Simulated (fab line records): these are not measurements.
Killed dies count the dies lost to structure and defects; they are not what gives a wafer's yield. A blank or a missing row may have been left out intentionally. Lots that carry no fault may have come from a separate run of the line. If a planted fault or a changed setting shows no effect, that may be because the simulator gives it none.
Problem report, 8D (eight disciplines) form, completed by code | flow rit cmos | the parts of the form that need people (team, actions taken, sign-off) are left out

== 1. THE ISSUE ==
Mean NLDD_RS at RIT_SDANNEAL_RS_MEAS_07: 157.3 ohm/sq over 6 wafers in 2 lots; fault-free wafers: 151.6 ohm/sq, standard deviation 0.6. Relative to the usual mean, that is a shift of +9.5 standard deviations.
The step: measures by four-point-probe.
First seen on wafer L497.1, day 7 11:11, on film metro-01. The record has a number at this step for 42 wafers belonging to 14 lots. Rule for "out" (also "out of limits"): further than 4 standard deviations from the usual mean. The rest of the wafers with a number are treated as sound.

== 2. WHAT IT IS, AND WHAT IT ISN'T ==
question                    | is                           | is not
which readings at this step | NLDD_RS                      | -
which lots                  | L497, L500                   | L477, L479, L481, L482, L484, L485, L486, L487, L488, L489, L493, L494
which wafers of those lots  | all that have a number       | -
read on which gauges        | film metro-01, film metro-04 | film metro-03
when                        | from day 7 11:11             | up to then (36 sound wafers)

== 3. THE SUSPECTS, EACH WITH WHAT RULES IT OUT ==
Counting: a tool stays on the suspect list if, at a process step up to the reading, it processed all lots that are out and no sound lot following the first of them.
- the gauge at RIT_SDANNEAL_RS_MEAS_07 has been ruled out. The wafers that are out were read on 2 gauges (film metro-01, film metro-04).
- implanter-04 at RIT_NLDD_IMPLANT_08: kept. Every lot that is out went through it, starting with L497 (day 7 02:46), and after that it ran no sound lot; the last sound lot it ran before then is L494 (day 6 07:38).
After counting, what remains is implanter-04 at RIT_NLDD_IMPLANT_08.

== 4. THE CAUSE (what the simulator had put in) ==
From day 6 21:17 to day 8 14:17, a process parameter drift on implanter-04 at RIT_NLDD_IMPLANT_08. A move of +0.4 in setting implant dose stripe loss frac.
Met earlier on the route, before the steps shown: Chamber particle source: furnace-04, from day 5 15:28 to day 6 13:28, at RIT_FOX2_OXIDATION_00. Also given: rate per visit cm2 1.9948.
The count eliminated every tool but this one.

== 5. THE EFFECT CHAIN, in route order ==
Each row: a reading where the mean over the struck wafers with a number is more than 3 standard deviations away from the usual. Scope: only readings with a usual standard deviation given in the record; hours: median across lots of the time from each lot's start at the first step in this table that gives one to its start at this step; sigmas: change in usual standard deviations.
hours | step                    | reading | usual        | on struck wafers | change | sigmas
0     | RIT_SDANNEAL_RS_MEAS_07 | NLDD_RS | 151.6 ohm/sq | 157.3            | +5.7   | +9.5

== 6. WHAT WOULD HAVE CAUGHT IT SOONER ==
In this record the first reading out of limits at a measuring or inspecting step was taken at day 7 11:11, 14 hours after the fault began at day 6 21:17.
L500, from the lots that are out (2), started RIT_NLDD_IMPLANT_08 on implanter-04 later than day 7 11:11. It would have been spared by a hold on the tool at that moment.
